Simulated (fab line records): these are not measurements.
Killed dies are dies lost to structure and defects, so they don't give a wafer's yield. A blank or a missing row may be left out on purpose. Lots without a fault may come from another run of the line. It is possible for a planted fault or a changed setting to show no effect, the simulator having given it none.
Which of the tools did it? ; flow ritCmos ; 13 lots, 39 wafers sampled, at 2 steps of a route of 202

== WHAT THE GAUGES SHOWED, per wafer ==
RIT_GATE_CD_MEAS_16: the cd target is 150 nm.
lot;measured;on;cdNm (nm)
L386;day 3 03:17;cdSem-01;148.9 149.3 149.5
L387;day 3 03:34;cdSem-02;148.7 146.5 145.3
L389;day 3 11:00;cdSem-02;152.4 152.5 151.4
L390;day 3 14:35;cdSem-02;149.2 149.5 150.6
L391;day 3 23:38;cdSem-02;149.9 149.7 150.6
L394;day 4 15:07;cdSem-01;123.0 122.9 123.3
L395;day 4 19:11;cdSem-01;150.5 148.1 148.0
L402;day 6 03:47;cdSem-02;151.4 152.7 152.7
L403;day 6 11:43;cdSem-02;150.9 152.6 149.6
L405;day 6 17:45;cdSem-01;151.6 151.4 152.8
L406;day 6 23:15;cdSem-02;152.3 152.5 153.1
L407;day 7 07:04;cdSem-02;145.3 146.5 147.1
L408;day 7 12:10;cdSem-02;151.1 150.7 151.0

== TOOL THAT RAN EACH LOT (tool first, then ch and the chambers of the sampled wafers, then the start) ==
lot;RIT_GATE_EXPOSE_13
L386;ilineStepper-02 ch 0, day 3 02:53
L387;ilineStepper-02 ch 0, day 3 03:01
L389;ilineStepper-02 ch 0, day 3 10:36
L390;ilineStepper-02 ch 0, day 3 14:11
L391;ilineStepper-02 ch 0, day 3 23:14
L394;ilineStepper-01 ch 0, day 4 14:43
L395;ilineStepper-02 ch 0, day 4 18:47
L402;ilineStepper-02 ch 0, day 6 03:22
L403;ilineStepper-01 ch 0, day 6 11:19
L405;ilineStepper-01 ch 0, day 6 17:11
L406;ilineStepper-01 ch 0, day 6 22:51
L407;ilineStepper-01 ch 0, day 7 06:40
L408;ilineStepper-02 ch 0, day 7 11:46
- RIT_GATE_EXPOSE_13: exposes mask M6, target cd 150 nm.

== WHAT THE TOOLS THEMSELVES READ (means of the sampled wafers that have a number; where no wafer has one, the mark that the record gives instead) ==
RIT_GATE_EXPOSE_13.
lot;tool;stageVelMmS (mm/s)
L386;ilineStepper-02;499.77
L387;ilineStepper-02;499.84
L389;ilineStepper-02;500.24
L390;ilineStepper-02;500.17
L391;ilineStepper-02;499.87
L394;ilineStepper-01;500.16
L395;ilineStepper-02;499.99
L402;ilineStepper-02;499.74
L403;ilineStepper-01;500.00
L405;ilineStepper-01;500.11
L406;ilineStepper-01;500.03
L407;ilineStepper-01;500.09
L408;ilineStepper-02;499.94

== THE ANSWER, worked out from the rows above alone ==
Rule: usual is defined by the lots themselves. Put in order of their means at a reading, lots are off if they are a third of the lots or fewer, leave a main group of 4 or more, and stand apart from it by a gap of 3 or more times the standard deviation of the main group's means; of several such gaps the widest counts. Not used: any main group whose means are identical at the precision the tables above print for the reading. A lot without any number at a reading at which 4 lots or more have one is off too. All remaining lots with rows at the step are treated as sound. After the gauges, taken in route order, come the tools' own readings; for these a lot's mean is taken, as printed above. The first step at which some lot is off is used, and at that step the reading that is off furthest; a lot without a number counts as furthest.
Off: L394, at RIT_GATE_CD_MEAS_16 (cdNm). Mean 150.2 nm and standard deviation 2 in the main group.
A tool fits if, at a process step before that reading, it ran every lot that is off, and no sound lot after the first of them. Gauges at RIT_GATE_CD_MEAS_16: tried the same way as those tools. None of those tried fits.

== WHAT THE SIMULATOR PUT IN ==
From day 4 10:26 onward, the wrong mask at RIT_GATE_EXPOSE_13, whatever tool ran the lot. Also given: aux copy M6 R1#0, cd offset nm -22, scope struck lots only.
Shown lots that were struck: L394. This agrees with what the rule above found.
